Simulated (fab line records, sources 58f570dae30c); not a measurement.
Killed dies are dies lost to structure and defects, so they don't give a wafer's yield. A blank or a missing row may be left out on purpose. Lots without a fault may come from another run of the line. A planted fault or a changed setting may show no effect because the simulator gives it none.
A struck lot beside a sound one | flow berkeley_cmos170 | 17 steps out of a route of 331
Sound: wafers L113.1, L113.4, L113.6. Struck: wafers L124.3, L124.5, L124.6. The cause comes at the end.
At each step with rows: each side's tool, then ch and its chambers, then its first start. Under that, the readings that differ: sound wafers | struck wafers | difference of the means | sigmas: that difference in standard deviations of wafers without a fault.
alike: readings whose means differ by less than 2 such deviations, and words and numbers that are the same on both sides. not compared: withheld readings, readings that some wafer has no value for, bounds like >300 that may hide the same value, and numbers for which the record gives no deviation and whose values overlap.
The two part at a step that has a row with sigmas, a row that says differs or no value, or rows on one side only. Numbers that don't overlap but have no deviation are shown without sigmas and don't part them. A reading that every wafer of one side lacks parts them only if that side has two wafers or more.

UCB170_SACOX_THK_MEAS_02:
  sound on film_metro-01, day 6 21:22; struck on film_metro-01, day 8 19:26
  alike: SACOX_OXIDE_THK
then, 2 steps without rows for these wafers: UCB170_SCREENOX_WET_ETCH_00 (etches SiO2 in dHF, time 200 s); UCB170_SCREENOX_OXIDATION_01 (target thk 14.4 nm, ox time 2400 s).
UCB170_SCREENOX_THK_MEAS_02:
  sound on film_metro-03, day 7 04:11; struck on film_metro-04, day 9 01:18
  alike: SCREENOX_OXIDE_THK
then, 7 steps without rows for these wafers: UCB170_SCREENOX_ANNEAL_03 (time 900 s); UCB170_NVT_HMDS_00 (prime time 60 s); UCB170_NVT_COAT_01 (resist thk 900 nm); UCB170_NVT_SOFTBAKE_02 (time 60 s); UCB170_NVT_EXPOSE_03 (exposes mask PWELL, target cd 3000 nm); UCB170_NVT_PEB_04; UCB170_NVT_DEVELOP_05 (develop time 45 s).
UCB170_NVT_OVL_MEAS_06:
  sound on overlay-01, day 7 10:37; struck on overlay-01, day 9 07:07
  alike: NVT_OVL
UCB170_NVT_IMPLANT_07:
  sound on implanter-03 ch 0, day 7 10:39; struck on implanter-01 ch 0, day 9 07:11
  reading            | sound                         | struck                        | difference | sigmas
  dose_ions_cm2      | 2.998e+12 3.006e+12 3.002e+12 | 2.337e+12 2.341e+12 2.339e+12 | -6.630e+11 | -99 or more
  faraday_current_uA | 9.23 9.69 9.43                | 7.52 7.50 7.31                | -2.01      | -11
UCB170_NVT_STRIP_08: strips in O2.
  sound on plasma_asher-01 ch 0,1, day 7 10:48; struck on plasma_asher-01 ch 0,1, day 9 07:19
  alike: drypump_motor_current_A, oes_product_au, strip_time_to_endpoint_s
  not compared: rf_hours_counter_h
UCB170_NVT_TW_MEAS_09:
  sound on film_metro-01, day 7 10:54; struck on film_metro-03, day 9 07:24
  reading | sound             | struck            | difference | sigmas
  NVT_TW  | 520.6 522.8 520.6 | 484.0 484.2 485.7 | -36.7      | -13
then, 1 step without rows for these wafers: UCB170_NVT_CLEAN_10 (cleans in SPM, time 600 s).
UCB170_M3_PROBE_99:
  the record has rows for the sound wafers here (prober-01, day 9 17:08) and none for the struck ones

WHERE THEY PART
First at UCB170_NVT_IMPLANT_07; last, within this record, at UCB170_M3_PROBE_99.

WHY: what the simulator had put in
Process parameter drift: implanter-01, from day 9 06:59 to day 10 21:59, at UCB170_NVT_IMPLANT_07. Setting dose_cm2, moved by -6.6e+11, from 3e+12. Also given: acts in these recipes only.
